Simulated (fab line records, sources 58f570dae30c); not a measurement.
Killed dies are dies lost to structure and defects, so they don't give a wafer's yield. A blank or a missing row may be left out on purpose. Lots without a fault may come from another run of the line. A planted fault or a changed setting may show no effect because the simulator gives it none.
Split-lot experiment | flow berkeley_cmos170 | 5 lots, 23 wafers read, on a route of 331 steps

THE SPLIT
At UCB170_CONTACT_EXPOSE_12 (exposes mask CONT, target cd 700 nm), the setting dose_mj was moved away from the recipe's 35 on 9 of the 23 wafers read, by -5.5% to +7.3%. The other wafers ran this setting at the recipe's value.

FROM THE SPLIT TO THE READING: what the file shows between them, 6 steps
- UCB170_CONTACT_PEB_13
- UCB170_CONTACT_DEVELOP_14: develop time 45 s
- UCB170_CONTACT_CD_MEAS_15: target cd 700 nm
- UCB170_CONTACT_ETCH_17: etches BARC in N2/H2
- UCB170_CONTACT_ETCH_18: etches PSG in CHF3/CF4/Ar, stops on TiSi2, target depth 840 nm, time 195 s
- UCB170_CONTACT_STRIP_19: strips in O2

THE READING
cd_nm, in nm, at UCB170_CONTACT_CD_MEAS_90 (target cd 700 nm). Fault-free wafers of this fab line usually give 699.3 nm, standard deviation 1.5 nm.

wafer  | tool, chamber at the split | dose_mj as run | against the recipe | cd_nm, nm | against lot-mates on the recipe
L076.1 | krf_scanner-02, 0          | 37.48          | +7.1%              | 711.6     | +11.1
L076.2 | krf_scanner-02, 0          | 35             | recipe             | 700.7     | -
L076.4 | krf_scanner-02, 0          | 35             | recipe             | 700.8     | -
L076.5 | krf_scanner-02, 0          | 37.48          | +7.1%              | 713.1     | +12.6
L076.6 | krf_scanner-02, 0          | 35             | recipe             | 700.1     | -
L078.1 | krf_scanner-02, 0          | 37.57          | +7.3%              | 711.7     | +12.6
L078.3 | krf_scanner-02, 0          | 35             | recipe             | 698.9     | -
L078.4 | krf_scanner-02, 0          | 37.57          | +7.3%              | 713.6     | +14.5
L078.5 | krf_scanner-02, 0          | 37.57          | +7.3%              | 713.2     | +14.1
L078.6 | krf_scanner-02, 0          | 35             | recipe             | 699.4     | -
L084.1 | krf_scanner-02, 0          | 35             | recipe             | 700.3     | -
L084.3 | krf_scanner-02, 0          | 35             | recipe             | 701.0     | -
L084.6 | krf_scanner-02, 0          | 35             | recipe             | 702.0     | -
L083.1 | krf_scanner-01, 0          | 34.07          | -2.7%              | 693.2     | -2.7
L083.2 | krf_scanner-01, 0          | 35             | recipe             | 694.7     | -
L083.3 | krf_scanner-01, 0          | 34.07          | -2.7%              | 691.7     | -4.2
L083.5 | krf_scanner-01, 0          | 35             | recipe             | 696.1     | -
L083.6 | krf_scanner-01, 0          | 35             | recipe             | 696.9     | -
L082.1 | krf_scanner-01, 0          | 35             | recipe             | 700.1     | -
L082.2 | krf_scanner-01, 0          | 35             | recipe             | 701.6     | -
L082.3 | krf_scanner-01, 0          | 35             | recipe             | 698.2     | -
L082.4 | krf_scanner-01, 0          | 33.09          | -5.5%              | 689.8     | -10.2
L082.5 | krf_scanner-01, 0          | 33.09          | -5.5%              | 690.3     | -9.7

THE FIT
A straight line over all 23 wafers: cd_nm changes by +1.85 nm for each +1% of dose_mj; r = +0.97; the points scatter about the line by 1.9 nm.
The same after taking each lot's own level away (the mean of its wafers on the recipe; 23 wafers): +1.77 nm for each +1%; r = +0.99; scatter 0.98 nm.
On that fit, the largest move of dose_mj shifts the reading by 13 nm.
The lots' own levels span 695.90 to 701.10 nm, that is 3.5 times the standard deviation above.
So the lot-to-lot level changes the slope little: the two slopes agree.
Check: with one of the wafers moved furthest among these (+7.3%) left out of the fit, the line predicts +13.2 nm for it against its lot-mates. It came out at +12.6 nm against them.

THE WHOLE CHAIN: every reading that the file lists as answering this split, in the file's order
step                      | what it does         | reading                                                        | change (the file's fit)              | r (the file's)
UCB170_CONTACT_CD_MEAS_15 | target cd 700 nm     | cd_nm                                                          | +1.8 nm for each +1% of the setting  | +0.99
UCB170_CONTACT_ETCH_17    | etches BARC in N2/H2 | CONTACT.cd_nm (the simulator's own value, which no gauge read) | +1.73 nm for each +1% of the setting | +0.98
UCB170_CONTACT_CD_MEAS_90 | target cd 700 nm     | cd_nm                                                          | +1.76 nm for each +1% of the setting | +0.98

THE FILE'S OWN FIT
cd_nm changes by +1.76 nm for each +1% of dose_mj, r = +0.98.
